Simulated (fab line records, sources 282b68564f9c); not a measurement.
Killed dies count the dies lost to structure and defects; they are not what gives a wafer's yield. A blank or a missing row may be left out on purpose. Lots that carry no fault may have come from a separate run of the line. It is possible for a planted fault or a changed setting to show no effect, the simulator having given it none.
Which tool did it? + flow rit-cmos + Sampling: 15 lots, 45 wafers, 2 of 202 route steps

## WHAT THE GAUGES SHOWED, per wafer
RIT_NLDD_OVL_MEAS_06.
| lot  | measured    | on         | NLDD_OVL (nm)        |
|------|-------------|------------|----------------------|
| L559 | day 3 05:59 | overlay-01 | -0.6 1.1 1.1         |
| L560 | day 3 13:25 | overlay-02 | 0.1 0.9 1.4          |
| L563 | day 4 01:52 | overlay-02 | 2.2 1.3 0.4          |
| L564 | day 4 10:20 | overlay-01 | -3.7 -1.0 -1.2       |
| L565 | day 4 13:08 | overlay-01 | 0.8 0.8 0.4          |
| L566 | day 4 19:10 | overlay-02 | -0.7 0.7 -1.8        |
| L567 | day 4 22:07 | overlay-01 | -0.5 0.6 -2.8        |
| L568 | day 5 05:22 | overlay-01 | 1.6 1.3 0.2          |
| L569 | day 5 09:52 | overlay-02 | -1.5 0.1 0.2         |
| L571 | day 5 20:59 | overlay-01 | -0.3 0.3 -2.0        |
| L573 | day 6 07:18 | overlay-01 | 0.8 0.6 1.1          |
| L574 | day 6 12:25 | overlay-01 | -180.2 -177.4 -177.9 |
| L575 | day 6 14:51 | overlay-01 | -179.3 -180.5 -180.8 |
| L579 | day 7 10:26 | overlay-02 | -179.3 -180.4 -179.4 |
| L580 | day 7 17:59 | overlay-01 | 1.8 0.6 1.0          |

## TOOL THAT RAN EACH LOT (tool first, then ch and the chambers of the sampled wafers, then the start)
| lot  | RIT_NLDD_EXPOSE_03                 |
|------|------------------------------------|
| L559 | iline-stepper-02 ch 0, day 3 05:35 |
| L560 | iline-stepper-02 ch 0, day 3 13:02 |
| L563 | iline-stepper-01 ch 0, day 4 01:26 |
| L564 | iline-stepper-02 ch 0, day 4 09:56 |
| L565 | iline-stepper-01 ch 0, day 4 12:47 |
| L566 | iline-stepper-02 ch 0, day 4 18:46 |
| L567 | iline-stepper-02 ch 0, day 4 21:44 |
| L568 | iline-stepper-02 ch 0, day 5 04:59 |
| L569 | iline-stepper-01 ch 0, day 5 09:29 |
| L571 | iline-stepper-02 ch 0, day 5 20:31 |
| L573 | iline-stepper-02 ch 0, day 6 06:54 |
| L574 | iline-stepper-01 ch 0, day 6 12:01 |
| L575 | iline-stepper-01 ch 0, day 6 14:29 |
| L579 | iline-stepper-01 ch 0, day 7 10:03 |
| L580 | iline-stepper-02 ch 0, day 7 17:36 |
- RIT_NLDD_EXPOSE_03: exposes mask M7, target cd 40700 nm.

## AS READ BY THE TOOLS THEMSELVES (means over the sampled wafers that have a number; for cases with no such wafer, the mark the record gives instead)
RIT_NLDD_EXPOSE_03.
| lot  | tool             | exposure-dose-mJ-cm2 | stage-vel-mm-s (mm/s) |
|------|------------------|----------------------|-----------------------|
| L559 | iline-stepper-02 | 250.01               | 500.13                |
| L560 | iline-stepper-02 | 250.00               | 500.11                |
| L563 | iline-stepper-01 | 249.73               | 499.99                |
| L564 | iline-stepper-02 | 250.13               | 500.00                |
| L565 | iline-stepper-01 | 250.11               | 500.18                |
| L566 | iline-stepper-02 | 250.05               | 499.96                |
| L567 | iline-stepper-02 | 249.93               | 500.02                |
| L568 | iline-stepper-02 | 250.15               | 500.17                |
| L569 | iline-stepper-01 | 250.30               | 499.96                |
| L571 | iline-stepper-02 | 250.07               | 500.13                |
| L573 | iline-stepper-02 | 249.99               | 500.12                |
| L574 | iline-stepper-01 | 250.06               | 500.28                |
| L575 | iline-stepper-01 | 249.75               | 500.28                |
| L579 | iline-stepper-01 | 250.04               | 500.25                |
| L580 | iline-stepper-02 | 249.79               | 500.22                |

## THE ANSWER, worked out from the rows above alone
Rule: usual is defined by the lots themselves. The widest of any qualifying gaps counts: lots, ordered by their means at a reading, are off when they make up no more than a third of the lots, leave a main group of 4 or more, and stand apart from it by 3 or more times the standard deviation of that group's means. A main group is skipped when, at the precision printed for the reading in the tables above, its means are all equal. A lot without any number at a reading at which 4 lots or more have one is off too. Where the step has rows for the other lots, those lots are counted as sound. The gauges are gone through in route order, then the tools' own readings, and for those a lot's mean is taken as printed above. At the first step where some lot is off, the reading lying furthest off is the one used; lots without a number count as furthest.
Off: L574, L575, L579, seen at RIT_NLDD_OVL_MEAS_06 (NLDD_OVL). The main group has a mean of 0.1 nm with a standard deviation of 0.98.
A tool fits if, at a process step before that reading, it ran every lot that is off, and no sound lot after the first of them. The gauges at RIT_NLDD_OVL_MEAS_06 are tried like those tools. One fits: RIT_NLDD_EXPOSE_03 on iline-stepper-01. Its last sound lot is L569 (day 5 09:29), its first lot that is off L574 (day 6 12:01): a fault that began between those two fits.

## WHAT HAD BEEN PUT IN BY THE SIMULATOR
Scanner matching overlay: iline-stepper-01, from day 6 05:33 on, at RIT_NLDD_EXPOSE_03. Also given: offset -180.
Shown lots that were struck: L574, L575, L579. The rule above found the same.
